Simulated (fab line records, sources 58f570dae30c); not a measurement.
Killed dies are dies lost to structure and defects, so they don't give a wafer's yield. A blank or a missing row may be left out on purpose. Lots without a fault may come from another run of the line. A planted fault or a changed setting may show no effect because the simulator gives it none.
Which tool did it? | flow berkeley_cmos170 | 7 lots, 21 wafers sampled, at 2 steps of a route of 331

WHAT THE GAUGES READ, wafer by wafer
UCB170_PLDD_CD_MEAS_06: target cd 1200 nm.
lot  | measured     | on        | cd_nm (nm)
L804 | day 7 21:50  | cd_sem-02 | 1198.7 1198.1 1197.3
L806 | day 8 12:54  | cd_sem-01 | 1200.1 1200.0 1198.8
L810 | day 8 16:17  | cd_sem-02 | 1199.8 1200.7 1200.8
L811 | day 8 16:35  | cd_sem-01 | 1201.5 1199.8 1199.0
L816 | day 10 06:55 | cd_sem-01 | 1198.1 1199.0 1199.6
L821 | day 11 04:20 | cd_sem-02 | 1199.8 1199.3 1200.7
L824 | day 11 18:10 | cd_sem-01 | 1201.2 1199.8 1199.5

WHICH TOOL RAN EACH LOT (tool, then ch and the chambers of the sampled wafers, then the start)
lot  | UCB170_PWELL_IMPLANT_15
L804 | implanter-01 ch 0, day 3 19:13
L806 | implanter-01 ch 0, day 4 04:04
L810 | implanter-03 ch 0, day 4 21:26
L811 | implanter-02 ch 0, day 4 22:15
L816 | implanter-03 ch 0, day 6 08:25
L821 | implanter-03 ch 0, day 7 11:07
L824 | implanter-02 ch 0, day 8 00:31
- UCB170_PWELL_IMPLANT_15

THE ANSWER, worked out from the rows above alone
Rule: what is usual is taken from the lots themselves. Put in order of their means at a reading, lots are off if they are a third of the lots or fewer, leave a main group of 4 or more, and stand apart from it by a gap of 3 or more times the standard deviation of the main group's means; of several such gaps the widest counts. A main group whose means are all the same, to the digits that the tables above print for the reading, isn't used. A lot without any number at a reading at which 4 lots or more have one is off too. The other lots that the step has rows for count as sound.
No lot is off at any reading shown: from this, nothing can be told.

WHAT THE SIMULATOR HAD PUT IN
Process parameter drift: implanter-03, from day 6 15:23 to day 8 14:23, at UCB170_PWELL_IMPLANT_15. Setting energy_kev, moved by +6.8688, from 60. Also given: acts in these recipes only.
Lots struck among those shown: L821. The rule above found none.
